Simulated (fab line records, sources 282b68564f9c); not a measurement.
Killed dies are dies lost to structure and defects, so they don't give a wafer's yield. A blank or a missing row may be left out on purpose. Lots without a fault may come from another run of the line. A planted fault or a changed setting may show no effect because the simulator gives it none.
fab line records | flow rit_cmos
record lots=13 wafers=39 last_day=7
route steps=202 shown NWELL@34 PRETRO@70 NLDD@106 PLDD@124 M1@202
lots that met no fault: from a run of the same line without faults
start_h: hours from the record's first day to the start of the lot's first wafer shown | wait_h: hours since the lot's step before | " the same as in the row above | L1.1+2: a row that stands for several wafers | - no value, or no start given | * or withheld: withheld | < > ~ a bound
route shown NAME@n: a module of which the file shows steps, and the number in the route of the first | usual: mean/standard deviation of fault-free wafers | same: alike in all rows | chamber/n: place in a boat | sites: the reading at each site | _std_site: their standard deviation | _edge_site: outer sites' mean less inner sites' | radius_mm: how far each site lies from the wafer's centre | mask NAME#n: copy n | behind: the tool/chamber that last shaped the wafer | hold: why the lot was held/for how many hours/how that ended | device: the transistor (n, p or np) that didn't switch | end of line: the same wafers' tests at the end of the route | a step without rows: its recipe alone | killed: dies lost to structure and defects at the first sort, not the wafer's yield | map: a wafer's dies, x killed, . not, _ none there
set.NAME: the setting as run; set.NAME@STEP: as run at that earlier step | model.NAME: the simulator's own value behind a step, which no gauge read
steps of the route over a sample of lots; a table a step, a row a wafer
services: from which hour (start_h, from the record's first day; less than 0 if before it) a tool's chamber was out of use, for how many hours, and why
## steps
# step RIT_NWELL_OVL_MEAS_06
# usual NWELL_OVL=-0.3/1.3
# columns lot.wafer tool chamber start_h wait_h NWELL_OVL[nm]
L246.1 overlay-02 - 30.41 - -0.1
L246.3 " - " " -1.0
L246.4 " - " " -0.4
L248.3 overlay-01 - 34.29 - -0.2
L248.5 " - " " -1.0
L248.6 " - " " -0.5
L249.1 overlay-02 - 42.50 - 0.2
L249.2 " - " " -0.4
L249.3 " - " " -0.7
L251.2 overlay-01 - 47.83 - 0.7
L251.3 " - " " 0.8
L251.5 " - " " 0.0
L252.1 overlay-01 - 51.78 - 0.0
L252.3 " - " " -1.6
L252.5 " - " " -0.1
L253.3 overlay-01 - 57.45 - -2.8
L253.4 " - " " -2.8
L253.6 " - " " -1.8
L254.1 overlay-01 - 62.73 - -0.1
L254.3 " - " " 0.2
L254.5 " - " " 1.7
L256.2 overlay-02 - 75.33 - -2.8
L256.3 " - " " -2.3
L256.4 " - " " -1.4
L257.1 overlay-02 - 78.19 - -1.6
L257.3 " - " " -1.2
L257.5 " - " " 0.3
L258.2 overlay-01 - 81.58 - 1.8
L258.4 " - " " -0.5
L258.6 " - " " 0.5
L267.3 overlay-01 - 127.81 - -1.6
L267.4 " - " " -0.9
L267.5 " - " " 0.9
L268.1 overlay-02 - 133.18 - -0.7
L268.4 " - " " 0.4
L268.6 " - " " 1.0
L269.1 overlay-02 - 136.80 - -3.0
L269.2 " - " " -3.3
L269.6 " - " " -2.6
# step RIT_PRETRO_OVL_MEAS_06
# usual PRETRO_OVL=-0.5/1.2
# columns lot.wafer tool chamber start_h wait_h PRETRO_OVL[nm]
L246.1 overlay-02 - 42.20 - -0.9
L246.3 " - " " -0.8
L246.4 " - " " -0.1
L248.3 overlay-01 - 46.62 - -0.1
L248.5 " - " " 0.5
L248.6 " - " " 0.7
L249.1 overlay-02 - 52.75 - -0.3
L249.2 " - " " -2.4
L249.3 " - " " -1.3
L251.2 overlay-02 - 60.15 - -0.5
L251.3 " - " " -1.6
L251.5 " - " " -2.1
L252.1 overlay-02 - 63.63 - -1.4
L252.3 " - " " -1.8
L252.5 " - " " -1.3
L253.3 overlay-01 - 67.87 - 1.2
L253.4 " - " " 1.2
L253.6 " - " " 0.2
L254.1 overlay-01 - 73.86 - 0.3
L254.3 " - " " 0.1
L254.5 " - " " -0.3
L256.2 overlay-01 - 85.91 - -1.8
L256.3 " - " " -0.7
L256.4 " - " " -0.7
L257.1 overlay-01 - 89.94 - -0.9
L257.3 " - " " -0.9
L257.5 " - " " -0.8
L258.2 overlay-02 - 92.50 - -0.7
L258.4 " - " " -2.4
L258.6 " - " " -1.0
L267.3 overlay-02 - 138.43 - -0.4
L267.4 " - " " -2.1
L267.5 " - " " -0.2
L268.1 overlay-02 - 144.50 - 0.3
L268.4 " - " " 0.2
L268.6 " - " " 1.5
L269.1 overlay-01 - 147.49 - -0.5
L269.2 " - " " -0.1
L269.6 " - " " 0.1
# step RIT_PRETRO_STRIP_09
# recipe chemistry=O2 time_s=180 resist=NOVOLAK platen_temp_c=withheld power_w=500 pressure_mtorr=4000 o2_flow_sccm=4000
# usual drypump_motor_current_A=5.40/0.22 o2_flow_sccm=4004/12
# columns lot.wafer tool chamber start_h wait_h drypump_motor_current_A o2_flow_sccm rf_hours_counter_h
L246.1 plasma_asher-04 0 42.64 0.1 5.65 3996 24
L246.3 " 1 " " 5.13 4007 -
L246.4 " 0 " " 5.67 4010 -
L248.3 plasma_asher-01 0 47.26 0.1 5.50 3965 -
L248.5 " 1 " " 5.13 3997 -
L248.6 " 0 " " 5.51 3984 -
L249.1 plasma_asher-04 1 53.18 0.1 5.13 4006 25
L249.2 " 0 " " 5.67 4012 25
L249.3 " 0 " " 5.64 3994 -
L251.2 plasma_asher-04 0 60.58 0.1 5.65 4008 26
L251.3 " 1 " " 5.15 4042 -
L251.5 " 0 " " 5.66 4023 -
L252.1 plasma_asher-01 1 64.06 0.1 5.14 4027 38
L252.3 " 0 " " 5.52 4023 -
L252.5 " 1 " " 5.15 4002 -
L253.3 plasma_asher-02 0 68.36 0.1 5.59 4000 -
L253.4 " 1 " " 5.51 3988 -
L253.6 " 0 " " 5.58 3989 -
L254.1 plasma_asher-01 0 74.30 0.1 5.51 4014 39
L254.3 " 0 " " 5.53 4010 -
L254.5 " 0 " " 5.53 3999 -
L256.2 plasma_asher-01 0 86.34 0.1 5.53 4014 40
L256.3 " 0 " " 5.51 3997 -
L256.4 " 1 " " 5.14 4013 -
L257.1 plasma_asher-04 1 90.53 0.2 5.11 3995 29
L257.3 " 0 " " 5.67 3999 -
L257.5 " 0 " " 5.68 4020 -
L258.2 plasma_asher-04 0 92.93 0.1 5.62 3994 29
L258.4 " 1 " " 5.15 4034 -
L258.6 " 0 " " 5.61 4006 -
L267.3 plasma_asher-02 0 138.92 0.1 5.59 4015 -
L267.4 " 1 " " 5.51 4014 -
L267.5 " 0 " " 5.56 4011 -
L268.1 plasma_asher-04 0 144.94 0.1 5.63 3998 35
L268.4 " 0 " " 5.64 3999 -
L268.6 " 0 " " 5.68 4004 -
L269.1 plasma_asher-04 1 147.93 0.1 5.15 4002 35
L269.2 " 0 " " 5.65 4005 35
L269.6 " 0 " " 5.65 4005 -
# step RIT_NLDD_EXPOSE_03
# recipe mask_id=M7 na=0.57 target_cd_nm=40700 dose_mj=250
# usual stage_vel_mm_s=500.01/0.26
# columns lot.wafer tool chamber start_h wait_h mask stage_vel_mm_s
L246.1 iline_stepper-01 0 53.61 0.2 M7#0 500.12
L246.3 " 0 " " M7#0 499.97
L246.4 " 0 " " M7#0 499.94
L248.3 iline_stepper-02 0 58.21 0.2 M7#0 500.12
L248.5 " 0 " " M7#0 499.99
L248.6 " 0 " " M7#0 499.89
L249.1 iline_stepper-02 0 64.59 0.2 M7#0 499.75
L249.2 " 0 " " M7#0 500.38
L249.3 " 0 " " M7#0 500.26
L251.2 iline_stepper-01 0 73.82 0.1 M7#0 499.80
L251.3 " 0 " " M7#0 499.94
L251.5 " 0 " " M7#0 500.03
L252.1 iline_stepper-02 0 76.84 0.3 M7#0 499.85
L252.3 " 0 " " M7#0 499.87
L252.5 " 0 " " M7#0 500.00
L253.3 iline_stepper-01 0 82.92 0.2 M7#0 499.66
L253.4 " 0 " " M7#0 499.74
L253.6 " 0 " " M7#0 499.79
L254.1 iline_stepper-02 0 86.29 0.2 M7#0 499.93
L254.3 " 0 " " M7#0 500.00
L254.5 " 0 " " M7#0 499.86
L256.2 iline_stepper-02 0 95.91 0.1 M7#0 499.83
L256.3 " 0 " " M7#0 499.74
L256.4 " 0 " " M7#0 499.60
L257.1 iline_stepper-01 0 101.29 0.1 M7#0 499.83
L257.3 " 0 " " M7#0 499.78
L257.5 " 0 " " M7#0 499.89
L258.2 iline_stepper-01 0 106.51 0.1 M8#0 499.75
L258.4 " 0 " " M8#0 499.67
L258.6 " 0 " " M8#0 499.91
L267.3 iline_stepper-02 0 150.03 0.1 M7#0 500.02
L267.4 " 0 " " M7#0 500.27
L267.5 " 0 " " M7#0 499.71
L268.1 iline_stepper-02 0 156.89 0.1 M7#0 500.34
L268.4 " 0 " " M7#0 500.05
L268.6 " 0 " " M7#0 499.95
L269.1 iline_stepper-01 0 161.13 0.2 M7#0 499.66
L269.2 " 0 " " M7#0 500.05
L269.6 " 0 " " M7#0 500.47
# step RIT_NLDD_OVL_MEAS_06
# usual NLDD_OVL=-0.4/1.7
# columns lot.wafer tool chamber start_h wait_h NLDD_OVL[nm]
L246.1 overlay-01 - 54.20 - 0.2
L246.3 " - " " 1.2
L246.4 " - " " 1.0
L248.3 overlay-02 - 58.59 - -2.7
L248.5 " - " " -2.7
L248.6 " - " " -4.9
L249.1 overlay-01 - 64.99 - 0.0
L249.2 " - " " 1.9
L249.3 " - " " 1.9
L251.2 overlay-02 - 74.21 - -0.2
L251.3 " - " " -0.9
L251.5 " - " " -1.6
L252.1 overlay-02 - 77.24 - -4.1
L252.3 " - " " -2.8
L252.5 " - " " -2.7
L253.3 overlay-01 - 83.31 - -0.3
L253.4 " - " " 0.0
L253.6 " - " " -0.2
L254.1 overlay-02 - 86.69 - -2.2
L254.3 " - " " 0.0
L254.5 " - " " -1.9
L256.2 overlay-02 - 96.30 - 0.5
L256.3 " - " " 0.8
L256.4 " - " " -0.2
L257.1 overlay-02 - 101.69 - -1.9
L257.3 " - " " -2.8
L257.5 " - " " -2.2
L258.2 overlay-01 - 106.90 - -
L258.4 " - " " -
L258.6 " - " " -
L267.3 overlay-01 - 150.40 - -1.4
L267.4 " - " " -1.8
L267.5 " - " " -1.2
L268.1 overlay-02 - 157.29 - 0.1
L268.4 " - " " -0.3
L268.6 " - " " 0.9
L269.1 overlay-01 - 161.53 - 1.3
L269.2 " - " " 1.7
L269.6 " - " " 0.4
# step RIT_NLDD_TW_MEAS_10
# usual NLDD_TW=2467/19
# columns lot.wafer tool chamber start_h wait_h NLDD_TW
L246.1 film_metro-01 - 54.71 0.1 2474
L246.3 " - " " 2488
L246.4 " - " " 2486
L248.3 film_metro-03 - 59.10 0.1 2476
L248.5 " - " " 2479
L248.6 " - " " 2487
L249.1 film_metro-04 - 65.55 0.1 2449
L249.2 " - " " 2452
L249.3 " - " " 2453
L251.2 film_metro-01 - 74.73 0.1 2497
L251.3 " - " " 2488
L251.5 " - " " 2478
L252.1 film_metro-03 - 77.75 0.1 2457
L252.3 " - " " 2445
L252.5 " - " " 2457
L253.3 film_metro-03 - 83.83 0.1 2452
L253.4 " - " " 2457
L253.6 " - " " 2481
L254.1 film_metro-03 - 87.20 0.1 2463
L254.3 " - " " 2463
L254.5 " - " " 2465
L256.2 film_metro-04 - 96.81 0.1 2453
L256.3 " - " " 2456
L256.4 " - " " 2460
L257.1 film_metro-03 - 102.20 0.1 2497
L257.3 " - " " 2510
L257.5 " - " " 2484
L258.2 film_metro-04 - 107.41 0.1 29
L258.4 " - " " 30
L258.6 " - " " 29
L267.3 film_metro-04 - 151.04 0.1 2477
L267.4 " - " " 2472
L267.5 " - " " 2459
L268.1 film_metro-04 - 157.80 0.1 2471
L268.4 " - " " 2462
L268.6 " - " " 2461
L269.1 film_metro-01 - 162.04 0.1 2481
L269.2 " - " " 2497
L269.6 " - " " 2482
# step RIT_PLDD_TW_MEAS_10
# usual PLDD_TW=2332/16
# columns lot.wafer tool chamber start_h wait_h PLDD_TW
L246.1 film_metro-03 - 56.26 0.1 2327
L246.3 " - " " 2333
L246.4 " - " " 2323
L248.3 film_metro-01 - 60.65 0.1 2337
L248.5 " - " " 2350
L248.6 " - " " 2345
L249.1 film_metro-04 - 67.09 0.1 2303
L249.2 " - " " 2326
L249.3 " - " " 2315
L251.2 film_metro-01 - 76.15 0.1 2342
L251.3 " - " " 2360
L251.5 " - " " 2350
L252.1 film_metro-03 - 79.30 0.1 2322
L252.3 " - " " 2319
L252.5 " - " " 2327
L253.3 film_metro-01 - 85.42 0.1 2333
L253.4 " - " " 2334
L253.6 " - " " 2344
L254.1 film_metro-04 - 88.98 0.1 2308
L254.3 " - " " 2302
L254.5 " - " " 2307
L256.2 film_metro-01 - 98.23 0.1 2342
L256.3 " - " " 2335
L256.4 " - " " 2332
L257.1 film_metro-03 - 103.71 0.1 2350
L257.3 " - " " 2354
L257.5 " - " " 2334
L258.2 film_metro-01 - 109.07 0.1 2850
L258.4 " - " " 2854
L258.6 " - " " 2855
L267.3 film_metro-03 - 152.91 0.1 2345
L267.4 " - " " 2352
L267.5 " - " " 2350
L268.1 film_metro-04 - 159.35 0.1 2317
L268.4 " - " " 2324
L268.6 " - " " 2317
L269.1 film_metro-03 - 163.73 0.1 2338
L269.2 " - " " 2335
L269.6 " - " " 2357
# step RIT_M1_PROBE_99
# usual killed_at_front_end=7/3 killed_dies=7/3 killed_on_rim=2/1.4 killed_open=3.6/1.9 killed_short=3.2/1.8
# same gross_dies=264 killed_at_M0_to_M3=0 killed_at_M4_up=0 killed_at_back_side=0 killed_at_contacts=0 killed_at_other=0
# columns lot.wafer tool chamber start_h wait_h killed_at_front_end killed_dies killed_on_rim killed_open killed_short
L246.1 prober-02 - 70.17 0.1 15 15 4 9 6
L246.3 prober-02 - 70.27 0.2 9 9 4 4 5
L246.4 prober-02 - 70.32 0.2 3 3 1 1 2
L248.3 prober-01 - 74.23 0.2 2 2 1 1 1
L248.5 prober-01 - 74.33 0.2 5 5 1 3 2
L248.6 prober-01 - 74.38 0.2 4 4 2 3 1
L249.1 prober-01 - 80.85 0.1 8 8 3 5 3
L249.2 prober-01 - 80.90 0.1 5 5 3 4 1
L249.3 prober-01 - 80.95 0.2 14 14 1 8 6
L251.2 prober-01 - 90.80 0.1 2 2 1 1 1
L251.3 prober-01 - 90.85 0.2 7 7 2 4 3
L251.5 prober-01 - 90.95 0.2 10 10 1 6 4
L252.1 prober-02 - 92.87 0.1 8 8 3 4 4
L252.3 prober-02 - 92.97 0.2 5 5 2 4 1
L252.5 prober-02 - 93.07 0.2 7 7 1 5 2
L253.3 prober-01 - 98.77 0.2 12 12 5 6 6
L253.4 prober-01 - 98.82 0.2 4 4 2 1 3
L253.6 prober-01 - 98.92 0.2 10 10 3 6 4
L254.1 prober-02 - 103.58 0.1 2 2 2 2 0
L254.3 prober-02 - 103.68 0.2 8 8 3 4 4
L254.5 prober-02 - 103.78 0.2 5 5 2 2 3
L256.2 prober-01 - 112.06 0.1 5 5 1 1 4
L256.3 prober-01 - 112.11 0.2 5 5 4 4 1
L256.4 prober-01 - 112.16 0.2 3 3 0 0 3
L257.1 prober-01 - 117.48 0.1 6 6 1 4 2
L257.3 prober-01 - 117.58 0.2 7 7 2 3 4
L257.5 prober-01 - 117.68 0.2 5 5 1 3 2
L258.2 prober-02 - 122.65 0.1 264 264 70 4 3
L258.4 prober-02 - 122.75 0.2 264 264 70 2 2
L258.6 prober-02 - 122.85 0.2 264 264 70 1 3
L267.3 prober-01 - 167.42 0.2 8 8 3 6 2
L267.4 prober-01 - 167.47 0.2 9 9 1 6 3
L267.5 prober-01 - 167.52 0.2 6 6 2 4 2
L268.1 prober-02 - 172.64 0.1 3 3 0 1 2
L268.4 prober-02 - 172.79 0.2 5 5 2 5 0
L268.6 prober-02 - 172.89 0.2 5 5 2 1 4
L269.1 prober-01 - 177.66 0.1 8 8 1 4 4
L269.2 prober-01 - 177.71 0.1 3 3 0 3 0
L269.6 prober-01 - 177.91 0.2 6 6 1 3 3
# killed by level:class
L246.1 GATE:geometric_particle:open=3 SILICIDE:geometric_particle:short=3 GATE:geometric_particle:short=2 REOX:geometric_particle:open=2 SILICIDE:geometric_particle:open=2 FOX2:geometric_particle:open=1 REOX:geometric_particle:short=1 SPACER:geometric_particle:open=1
L246.3 GATE:geometric_particle:open=4 REOX:geometric_particle:short=2 FOX1:geometric_particle:short=1 GATE:geometric_particle:short=1 SILICIDE:geometric_particle:short=1
L246.4 SILICIDE:geometric_particle:short=2 GATE:geometric_particle:open=1
L248.3 REOX:geometric_particle:short=1 SPACER:geometric_particle:open=1
L248.5 FOX2:geometric_particle:open=1 GATE:geometric_particle:short=1 GATE:geometric_particle:open=1 SPACER:geometric_particle:open=1 SPACER:geometric_particle:short=1
L248.6 REOX:geometric_particle:open=2 FOX2:geometric_particle:open=1 SPACER:geometric_particle:short=1
L249.1 FOX1:geometric_particle:open=2 FOX1:geometric_particle:short=1 GATE:geometric_particle:short=1 GATE:geometric_particle:open=1 REOX:geometric_particle:open=1 SPACER:geometric_particle:open=1 SILICIDE:geometric_particle:short=1
L249.2 GATE:geometric_particle:open=2 FOX2:geometric_particle:open=1 REOX:geometric_particle:open=1 SILICIDE:geometric_particle:short=1
L249.3 SPACER:geometric_particle:short=5 REOX:geometric_particle:open=2 SPACER:geometric_particle:open=2 SILICIDE:geometric_particle:open=2 FOX2:geometric_particle:open=1 GATE:geometric_particle:open=1 SILICIDE:geometric_particle:short=1
L251.2 FOX1:geometric_particle:short=1 SILICIDE:geometric_particle:open=1
L251.3 GATE:geometric_particle:open=2 SILICIDE:geometric_particle:short=2 GATE:geometric_particle:short=1 SPACER:geometric_particle:open=1 SILICIDE:geometric_particle:open=1
L251.5 SILICIDE:geometric_particle:open=3 SILICIDE:geometric_particle:short=2 FOX1:geometric_particle:open=1 FOX2:geometric_particle:short=1 GATE:geometric_particle:short=1 GATE:geometric_particle:open=1 SPACER:geometric_particle:open=1
L252.1 FOX2:geometric_particle:short=2 FOX1:geometric_particle:open=1 FOX2:geometric_particle:open=1 GATE:geometric_particle:short=1 REOX:geometric_particle:open=1 SPACER:geometric_particle:open=1 SILICIDE:geometric_particle:short=1
L252.3 GATE:geometric_particle:open=2 FOX1:geometric_particle:short=1 FOX1:geometric_particle:open=1 REOX:geometric_particle:open=1
L252.5 SPACER:geometric_particle:open=2 GATE:geometric_particle:short=1 GATE:geometric_particle:open=1 REOX:geometric_particle:short=1 REOX:geometric_particle:open=1 SILICIDE:geometric_particle:open=1
L253.3 GATE:geometric_particle:short=4 SPACER:geometric_particle:open=3 SPACER:geometric_particle:short=2 FOX1:geometric_particle:open=1 GATE:geometric_particle:open=1 SILICIDE:geometric_particle:open=1
L253.4 SPACER:geometric_particle:short=2 GATE:geometric_particle:short=1 SPACER:geometric_particle:open=1
L253.6 GATE:geometric_particle:open=3 GATE:geometric_particle:short=2 SPACER:geometric_particle:short=2 SPACER:geometric_particle:open=2 FOX2:geometric_particle:open=1
L254.1 GATE:geometric_particle:open=1 SILICIDE:geometric_particle:open=1
L254.3 GATE:geometric_particle:open=2 SILICIDE:geometric_particle:short=2 FOX1:geometric_particle:short=1 REOX:geometric_particle:open=1 REOX:geometric_particle:short=1 SILICIDE:geometric_particle:open=1
L254.5 FOX1:geometric_particle:open=1 FOX1:geometric_particle:short=1 GATE:geometric_particle:short=1 SPACER:geometric_particle:open=1 SILICIDE:geometric_particle:short=1
L256.2 GATE:geometric_particle:short=3 FOX1:geometric_particle:short=1 REOX:geometric_particle:open=1
L256.3 GATE:geometric_particle:open=3 GATE:geometric_particle:short=1 SPACER:geometric_particle:open=1
L256.4 GATE:geometric_particle:short=3
L257.1 FOX1:geometric_particle:open=3 GATE:geometric_particle:short=1 SPACER:geometric_particle:short=1 SILICIDE:geometric_particle:open=1
L257.3 GATE:geometric_particle:short=3 FOX1:geometric_particle:open=1 FOX2:geometric_particle:short=1 GATE:geometric_particle:open=1 REOX:geometric_particle:open=1
L257.5 SILICIDE:geometric_particle:short=2 FOX1:geometric_particle:open=1 REOX:geometric_particle:open=1 SPACER:geometric_particle:open=1
L258.2 NLDD:area_expose=257 GATE:geometric_particle:open=2 FOX1:geometric_particle:short=1 REOX:geometric_particle:open=1 REOX:geometric_particle:short=1 SPACER:geometric_particle:short=1 SPACER:geometric_particle:open=1
L258.4 NLDD:area_expose=260 GATE:geometric_particle:open=2 SPACER:geometric_particle:short=1 SILICIDE:geometric_particle:short=1
L258.6 NLDD:area_expose=260 REOX:geometric_particle:open=1 REOX:geometric_particle:short=1 SPACER:geometric_particle:short=1 SILICIDE:geometric_particle:short=1
L267.3 SILICIDE:geometric_particle:open=3 FOX1:geometric_particle:open=1 FOX2:geometric_particle:open=1 GATE:geometric_particle:open=1 GATE:geometric_particle:short=1 SILICIDE:geometric_particle:short=1
L267.4 FOX2:geometric_particle:open=2 REOX:geometric_particle:open=2 FOX2:geometric_particle:short=1 GATE:geometric_particle:short=1 GATE:geometric_particle:open=1 REOX:geometric_particle:short=1 SPACER:geometric_particle:open=1
L267.5 FOX1:geometric_particle:open=1 FOX1:geometric_particle:short=1 FOX2:geometric_particle:open=1 GATE:geometric_particle:open=1 GATE:geometric_particle:short=1 SPACER:geometric_particle:open=1
L268.1 GATE:geometric_particle:short=1 SPACER:geometric_particle:short=1 SILICIDE:geometric_particle:open=1
L268.4 FOX1:geometric_particle:open=2 SILICIDE:geometric_particle:open=2 SPACER:geometric_particle:open=1
L268.6 GATE:geometric_particle:short=3 FOX1:geometric_particle:short=1 GATE:geometric_particle:open=1
L269.1 GATE:geometric_particle:open=2 FOX1:geometric_particle:short=1 FOX2:geometric_particle:short=1 GATE:geometric_particle:short=1 REOX:geometric_particle:open=1 SPACER:geometric_particle:short=1 SPACER:geometric_particle:open=1
L269.2 GATE:geometric_particle:open=2 REOX:geometric_particle:open=1
L269.6 SILICIDE:geometric_particle:open=2 FOX1:geometric_particle:short=1 FOX1:geometric_particle:open=1 GATE:geometric_particle:short=1 SPACER:geometric_particle:short=1
## services
# columns tool chamber start_h hours kind
plasma_asher-04 - 73.26 1.3 repair
iline_stepper-01 - 75.29 1.7 pm
iline_stepper-01 - 129.59 2.1 pm
plasma_asher-04 - 131.30 3.8 repair
iline_stepper-01 - 131.68 - consumable_replace:lamp
plasma_asher-02 - 153.93 14.6 pm
plasma_asher-04 - 157.03 1.3 repair
## key
first_sign step=RIT_NLDD_EXPOSE_03 reading=mask direction=changed
effect step=RIT_NLDD_OVL_MEAS_06 reading=NLDD_OVL direction=missing
effect step=RIT_NLDD_TW_MEAS_10 reading=NLDD_TW direction=down sigmas=99+ usual=2467 struck=29
effect step=RIT_PLDD_TW_MEAS_10 reading=PLDD_TW direction=up sigmas=33 usual=2332 struck=2853
effect step=RIT_M1_PROBE_99 reading=killed_at_front_end direction=up sigmas=85 usual=7 struck=264
more_kills_born_at RIT_NLDD_EXPOSE_03@iline_stepper-01=777
met_at RIT_NLDD_EXPOSE_03
struck_lots L258
tester_left_out L258
not_acting_at RIT_NWELL_OVL_MEAS_06,RIT_PRETRO_OVL_MEAS_06,RIT_PRETRO_STRIP_09
onset_between 101.29 106.51
fault kind=wrong_mask tool=any chamber=- onset_h=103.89 steps=RIT_NLDD_EXPOSE_03 aux_copy=M8#0 scope=struck_lots_only
# tester_left_out: of these lots the tester's yield and bins aren't shown, on N5 and GAA mostly nor the transistor test; their killed dies are dies lost to structure and defects alone, not to doping, threshold or leakage, so they don't give the yield
